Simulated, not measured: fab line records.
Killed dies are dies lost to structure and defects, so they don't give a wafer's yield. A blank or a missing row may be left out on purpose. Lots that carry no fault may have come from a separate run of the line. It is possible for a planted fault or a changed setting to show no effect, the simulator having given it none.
Which tool was responsible? ; flow rit_cmos ; 14 lots, 42 wafers sampled, at 4 steps of a route of 202

== WHAT THE GAUGES READ, wafer by wafer ==
RIT_ACTIVE_THK_MEAS_02. Usual: ACTIVE_OXIDE_THK typically reads 46.5 nm, with standard deviation 0.72.
lot;measured;on;ACTIVE_OXIDE_THK (nm);flag
L537;day 1 12:04;film_metro-02;47.0 46.9 46.4;
L538;day 1 17:05;film_metro-02;46.7 46.1 47.1;
L540;day 2 03:03;film_metro-02;45.6 45.8 46.4;
L541;day 2 08:03;film_metro-03;46.7 46.0 46.0;
L543;day 2 18:04;film_metro-02;46.9 47.6 46.5;
L544;day 2 23:03;film_metro-02;46.5 46.1 46.1;
L545;day 3 04:04;film_metro-03;46.4 45.8 46.6;
L546;day 3 11:52;film_metro-04;46.6 46.6 46.3;
L547;day 3 14:03;film_metro-03;46.8 46.7 46.9;
L550;day 4 05:03;film_metro-02;46.9 46.1 45.9;
L551;day 4 10:03;film_metro-04;47.2 46.9 47.0;
L553;day 4 20:37;film_metro-04;46.4 47.1 46.4;
L559;day 6 02:04;film_metro-02;45.6 44.9 45.0;
L560;day 6 07:04;film_metro-02;45.9 46.0 46.2;

RIT_SPACER_THK_MEAS_04. Usual: SPACER_NITRIDE_THK typically reads 249.8 nm, with standard deviation 2.3.
lot;measured;on;SPACER_NITRIDE_THK (nm);flag
L537;day 3 00:49;film_metro-01;247.2 248.8 248.9;
L538;day 3 07:23;film_metro-01;245.3 245.3 246.9;
L540;day 3 13:25;film_metro-04;248.3 249.8 247.8;
L541;day 4 02:42;film_metro-04;252.6 252.3 251.4;
L543;day 4 05:22;film_metro-01;247.9 248.4 247.5;
L544;day 4 09:17;film_metro-04;248.6 249.3 247.6;
L545;day 4 15:56;film_metro-04;250.0 250.0 251.6;
L546;day 5 00:01;film_metro-04;248.9 249.9 249.5;
L547;day 5 01:17;film_metro-03;250.5 249.9 251.3;
L550;day 5 15:11;film_metro-04;246.3 249.5 248.6;
L551;day 5 23:22;film_metro-04;494.4 497.6 494.2;OFF
L553;day 6 09:20;film_metro-03;492.1 490.8 491.4;OFF
L559;day 7 14:05;film_metro-03;252.8 249.1 252.4;
L560;day 7 18:02;film_metro-03;249.4 250.3 251.7;

== EACH LOT AND THE TOOL THAT RAN IT (in order: tool; ch and the chambers of the sampled wafers; start) ==
lot;RIT_ACTIVE_STRIP_14;RIT_SPACER_CVD_03
L537;plasma_asher-01 ch 0,1, day 1 14:50;lpcvd-02 ch 0, day 2 22:53
L538;plasma_asher-01 ch 0,1, day 1 20:02;lpcvd-02 ch 1, day 3 05:27
L540;plasma_asher-01 ch 0,1, day 2 05:59;lpcvd-02 ch 0, day 3 11:29
L541;plasma_asher-03 ch 0,1, day 2 10:58;lpcvd-01 ch 1, day 4 00:47
L543;plasma_asher-02 ch 0,1, day 2 21:01;lpcvd-02 ch 0, day 4 03:27
L544;plasma_asher-02 ch 1, day 3 01:53;lpcvd-02 ch 0, day 4 07:22
L545;plasma_asher-01 ch 0,1, day 3 06:50;lpcvd-02 ch 0, day 4 14:00
L546;plasma_asher-01 ch 0,1, day 3 16:25;lpcvd-02 ch 0, day 4 22:05
L547;plasma_asher-01 ch 0,1, day 3 17:33;lpcvd-01 ch 1, day 4 23:22
L550;plasma_asher-01 ch 0,1, day 4 08:55;lpcvd-02 ch 0, day 5 13:16
L551;plasma_asher-01 ch 0,1, day 4 13:41;lpcvd-01 ch 0, day 5 19:22
L553;plasma_asher-02 ch 0,1, day 4 23:24;lpcvd-02 ch 0, day 6 05:19
L559;plasma_asher-01 ch 0,1, day 6 05:04;lpcvd-01 ch 0, day 7 11:11
L560;plasma_asher-01 ch 0,1, day 6 10:02;lpcvd-02 ch 0, day 7 16:05
- RIT_ACTIVE_STRIP_14: strips in O2, time 180 s.
- RIT_SPACER_CVD_03: deposits Si3N4 from SiH2Cl2/NH3, target thk 250 nm, time 3300 s.

== WHAT THE TOOLS THEMSELVES READ (means of the sampled wafers that have a number; where no wafer has one, the mark that the record gives instead) ==
RIT_ACTIVE_STRIP_14. Usual: drypump_motor_current_A 5.7 A, standard deviation 0.69; o2_flow_sccm 4003 sccm, standard deviation 12.
lot;tool;drypump_motor_current_A (A);o2_flow_sccm (sccm);flag
L537;plasma_asher-01;6.0;4005;
L538;plasma_asher-01;5.5;4002;
L540;plasma_asher-01;6.0;4004;
L541;plasma_asher-03;5.5;4013;
L543;plasma_asher-02;5.8;4016;
L544;plasma_asher-02;4.9;3992;
L545;plasma_asher-01;5.5;4004;
L546;plasma_asher-01;6.0;3995;
L547;plasma_asher-01;6.0;3997;
L550;plasma_asher-01;5.5;3994;
L551;plasma_asher-01;6.0;4005;
L553;plasma_asher-02;5.8;4005;
L559;plasma_asher-01;5.5;4004;
L560;plasma_asher-01;6.0;4003;

RIT_SPACER_CVD_03. Usual: spike_tc_load_C 831.4 C, standard deviation 2.4.
lot;tool;spike_tc_load_C (C);flag
L537;lpcvd-02;829.0;
L538;lpcvd-02;829.0;
L540;lpcvd-02;829.3;
L541;lpcvd-01;832.8;
L543;lpcvd-02;829.5;
L544;lpcvd-02;828.4;
L545;lpcvd-02;829.9;
L546;lpcvd-02;829.4;
L547;lpcvd-01;832.5;
L550;lpcvd-02;830.0;
L551;lpcvd-01;834.5;
L553;lpcvd-02;830.7;
L559;lpcvd-01;834.6;
L560;lpcvd-02;829.3;

== THE ANSWER, worked out from the rows above alone ==
Rule: lot off if the mean of its wafers having a number is beyond 3 standard deviations from the usual mean. Also off: a lot with no number at a reading for which 4 or more lots have one. The other lots that the step has rows for count as sound. First the gauges in route order, then the tools' own readings, where a lot's mean is used as printed above. The first step at which some lot is off is used, and at that step the reading that is off furthest; a lot without a number counts as furthest.
Off: L551, L553, seen at RIT_SPACER_THK_MEAS_04 (SPACER_NITRIDE_THK).
A tool fits if, at a process step before that reading, it ran every lot that is off, and no sound lot after the first of them. The gauges at RIT_SPACER_THK_MEAS_04 are tried like those tools. Not one of the candidates tried fits.

== WHAT THE SIMULATOR HAD PUT IN ==
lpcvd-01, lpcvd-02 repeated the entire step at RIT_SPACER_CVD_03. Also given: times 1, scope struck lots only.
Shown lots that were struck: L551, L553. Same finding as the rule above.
